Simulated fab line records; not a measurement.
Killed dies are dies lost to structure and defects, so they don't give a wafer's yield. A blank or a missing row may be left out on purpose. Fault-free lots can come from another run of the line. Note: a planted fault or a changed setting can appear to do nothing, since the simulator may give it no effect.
What tool caused it?    flow ritCmos    14 lots, 42 wafers sampled, at 3 steps of a route of 202

## WHAT THE GAUGES READ, wafer by wafer
RIT_NWELL_TW_MEAS_10.
lot   measured     on            NWELL_TW
L591  day 1 21:51  filmMetro-03  2162 2162 2159
L594  day 2 16:00  filmMetro-01  2135 2135 2133
L595  day 3 01:32  filmMetro-01  2164 2147 2157
L596  day 3 05:31  filmMetro-01  2148 2157 2150
L597  day 3 08:55  filmMetro-01  2167 2158 2150
L599  day 3 17:30  filmMetro-02  2111 2115 2113
L601  day 4 01:31  filmMetro-02  2106 2123 2106
L602  day 4 05:37  filmMetro-03  2171 2171 2166
L603  day 4 14:42  filmMetro-02  2105 2107 2121
L604  day 4 19:55  filmMetro-02  2105 2112 2111
L605  day 4 20:37  filmMetro-02  2365 2360 2358
L606  day 5 05:04  filmMetro-03  2428 2404 2433
L608  day 5 10:31  filmMetro-03  2177 2170 2158
L614  day 6 17:58  filmMetro-02  2101 2112 2104

RIT_WELLDRIVE_RS_MEAS_01: measures by four-point-probe.
lot   measured     on            NWELL_RS (ohm/sq)
L591  day 2 04:40  filmMetro-02  274.9 274.5 275.3
L594  day 3 01:47  filmMetro-03  276.4 276.8 276.2
L595  day 3 08:39  filmMetro-02  275.0 275.8 274.6
L596  day 3 13:36  filmMetro-02  275.4 275.1 275.1
L597  day 3 16:32  filmMetro-01  275.6 275.3 275.6
L599  day 4 00:58  filmMetro-03  275.1 275.0 275.3
L601  day 4 08:47  filmMetro-02  275.5 275.7 275.6
L602  day 4 13:41  filmMetro-01  276.3 275.7 275.2
L603  day 4 21:37  filmMetro-03  276.6 276.0 276.0
L604  day 5 02:47  filmMetro-02  275.3 275.2 275.4
L605  day 5 03:59  filmMetro-02  223.0 222.8 222.7
L606  day 5 12:32  filmMetro-03  223.8 223.8 223.7
L608  day 5 18:23  filmMetro-03  275.7 276.4 275.8
L614  day 7 02:21  filmMetro-01  276.7 276.7 276.8

## WHICH TOOL RAN EACH LOT (tool, then ch and the chambers of the sampled wafers, then the start)
lot   RIT_NWELL_IMPLANT_08
L591  implanter-03 ch 0, day 1 21:32
L594  implanter-04 ch 0, day 2 15:41
L595  implanter-03 ch 0, day 3 01:13
L596  implanter-01 ch 0, day 3 05:12
L597  implanter-01 ch 0, day 3 08:35
L599  implanter-04 ch 0, day 3 17:11
L601  implanter-01 ch 0, day 4 01:13
L602  implanter-04 ch 0, day 4 05:19
L603  implanter-01 ch 0, day 4 14:22
L604  implanter-04 ch 0, day 4 19:35
L605  implanter-01 ch 0, day 4 20:19
L606  implanter-01 ch 0, day 5 04:44
L608  implanter-04 ch 0, day 5 10:14
L614  implanter-03 ch 0, day 6 17:40
- RIT_NWELL_IMPLANT_08

## WHAT THE TOOLS THEMSELVES READ (means of the sampled wafers that have a number; where no wafer has one, the mark that the record gives instead)
RIT_NWELL_IMPLANT_08.
lot   tool          beamEnergyKeV  doseIonsCm2  faradayCurrentUA
L591  implanter-03  170.03         5e+13        159
L594  implanter-04  169.95         5e+13        162
L595  implanter-03  169.98         5e+13        157
L596  implanter-01  169.99         5e+13        155
L597  implanter-01  169.94         5e+13        159
L599  implanter-04  170.07         5e+13        157
L601  implanter-01  170.02         5e+13        157
L602  implanter-04  170.03         5e+13        160
L603  implanter-01  170.03         5e+13        158
L604  implanter-04  169.95         5e+13        161
L605  implanter-01  169.99         7e+13        227
L606  implanter-01  169.92         7e+13        225
L608  implanter-04  170.01         5e+13        158
L614  implanter-03  169.96         5e+13        160

## THE ANSWER, worked out from the rows above alone
Rule: usual is defined by the lots themselves. The widest of any qualifying gaps counts: lots, ordered by their means at a reading, are off when they make up no more than a third of the lots, leave a main group of 4 or more, and stand apart from it by 3 or more times the standard deviation of that group's means. A main group is skipped when, at the precision printed for the reading in the tables above, its means are all equal. Also off: a lot with no number at a reading for which 4 or more lots have one. All remaining lots with rows at the step are treated as sound. Order of review: gauges by route order, followed by the tools' own readings, for which a lot's mean as printed above is used. At the first step where some lot is off, the reading lying furthest off is the one used; lots without a number count as furthest.
Off: L605, L606, at RIT_NWELL_TW_MEAS_10 (NWELL_TW). The main group has a mean of 2137 with a standard deviation of 25.
A tool fits if, at a process step before that reading, it ran every lot that is off, and no sound lot after the first of them. Not tried: the gauges at RIT_NWELL_TW_MEAS_10; whatever is off there is also off at RIT_NWELL_IMPLANT_08, on other tools, and gauge error can't account for it. One fits: implanter-01 at RIT_NWELL_IMPLANT_08. Its last sound lot is L603 (day 4 14:22), its first lot that is off L605 (day 4 20:19): a fault that began between those two fits.
The tool's own readings at RIT_NWELL_IMPLANT_08 bear it out: on the lots that are off they differ by more than 5 times the standard deviation of the sound lots' means. doseIonsCm2 reads 7e+13 there against 5e+13 on the sound lots; faradayCurrentUA reads 226 there against 159 on the sound lots.

## WHAT WAS PUT IN BY THE SIMULATOR
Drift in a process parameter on implanter-01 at RIT_NWELL_IMPLANT_08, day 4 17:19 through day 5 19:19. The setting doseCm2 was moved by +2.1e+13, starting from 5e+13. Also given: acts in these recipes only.
Shown lots that were struck: L605, L606. The rule above found the same.
